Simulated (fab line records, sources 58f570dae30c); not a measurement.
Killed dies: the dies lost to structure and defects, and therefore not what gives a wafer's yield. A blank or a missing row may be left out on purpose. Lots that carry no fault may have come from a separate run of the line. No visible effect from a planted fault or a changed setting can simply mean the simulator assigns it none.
A struck lot beside a sound one ; flow berkeley cmos170 ; 16 out of 331 route steps
Sound: these wafers, L378.3, L378.4, L378.5. Struck: wafers L383.4, L383.5, L383.6. Last of all comes the cause.
For every step that has rows: the tool of each side, followed by ch and its chambers, followed by its first start. Under that, the readings that differ: sound wafers ; struck wafers ; difference of the means ; sigmas: that difference in standard deviations of wafers without a fault.
alike: a reading whose means differ by less than 2 such deviations, as well as words and numbers matching on both sides. not compared: withheld readings; readings where some wafer has no value; bounds like >300 that might hide an equal value; numbers whose values overlap and for which the record gives no deviation.
A row with sigmas, a row that says differs or no value, or rows on one side alone: a step with any of these is where the two part. Numbers that have no deviation but don't overlap get no sigmas and don't part them. Lack of a reading on every wafer of one side parts them only where that side has two or more wafers.

UCB170_ACTIVE_OVL_MEAS_14:
  sound on overlay-01 at day 4 12:54; struck on overlay-01 at day 5 19:35
  alike: ACTIVE_OVL
UCB170_ACTIVE_ETCH_15: etches Si3N4 in CH3F/Ar/O2, stops on SiO2, target depth 242 nm, time 151 s.
  sound on rie diel-03 ch 1,2, day 4 12:56; struck on rie diel-04 ch 1,2, day 5 19:37
  alike: chamber pressure mTorr, drypump motor current A, oes product au, throttle valve pct
  not compared: rf hours counter h
UCB170_ACTIVE_STRIP_16: strips in O2.
  sound on plasma asher-02 ch 0,1, day 4 13:04; struck on plasma asher-02 ch 0,1, day 5 19:44
  alike: chamber pressure mTorr, drypump motor current A, oes product au, strip time to endpoint s
  not compared: rf hours counter h
UCB170_ACTIVE_CD_MEAS_90: target cd 1200 nm.
  sound on cd sem-01 at day 4 13:10; struck on cd sem-01 at day 5 19:52
  alike: cd nm
then, 7 steps without rows for these wafers: UCB170_ACTIVE_CLEAN_17 (cleans in SPM, time 600 s); UCB170_PFIELD_HMDS_00 (prime time 60 s); UCB170_PFIELD_COAT_01 (resist thk 900 nm); UCB170_PFIELD_SOFTBAKE_02 (time 60 s); UCB170_PFIELD_EXPOSE_03 (exposes mask PFIELD, target cd 1500 nm); UCB170_PFIELD_PEB_04; UCB170_PFIELD_DEVELOP_05 (develop time 45 s).
UCB170_PFIELD_OVL_MEAS_06:
  sound on overlay-01 at day 4 16:06; struck on overlay-01 at day 5 21:29
  alike: PFIELD_OVL
UCB170_PFIELD_IMPLANT_07:
  sound on implanter-02 ch 0, day 4 16:10; struck on implanter-04 ch 0, day 5 21:35
reading;sound;struck;difference;sigmas
implant ion amu;11 11 11;49 49 49;+38;
model.implant.rp nm (nm);269.1 269.1 269.1;58.52 58.52 58.52;-210.58;
model.implant.drp nm (nm);74.86 74.86 74.86;26.26 26.26 26.26;-48.60;
UCB170_PFIELD_STRIP_08: strips in O2.
  sound on plasma asher-01 ch 0,1, day 4 16:19; struck on plasma asher-04 ch 0,1, day 5 21:41
  alike: chamber pressure mTorr, drypump motor current A, oes product au, strip time to endpoint s
  not compared: rf hours counter h
UCB170_PFIELD_TW_MEAS_09:
  sound on film metro-02 at day 4 16:23; struck on film metro-01 at day 5 22:06
reading;sound;struck;difference;sigmas
PFIELD_TW;590 589 591;1077 1075 1079;+487;+97
  not compared: hold
UCB170_M3_PROBE_99:
  the record has rows for the sound wafers here (prober-01, day 8 10:18) and none for the struck ones

WHERE THEY PART
First at UCB170_PFIELD_TW_MEAS_09; last, within this record, at UCB170_M3_PROBE_99.

WHY: what the simulator had put in
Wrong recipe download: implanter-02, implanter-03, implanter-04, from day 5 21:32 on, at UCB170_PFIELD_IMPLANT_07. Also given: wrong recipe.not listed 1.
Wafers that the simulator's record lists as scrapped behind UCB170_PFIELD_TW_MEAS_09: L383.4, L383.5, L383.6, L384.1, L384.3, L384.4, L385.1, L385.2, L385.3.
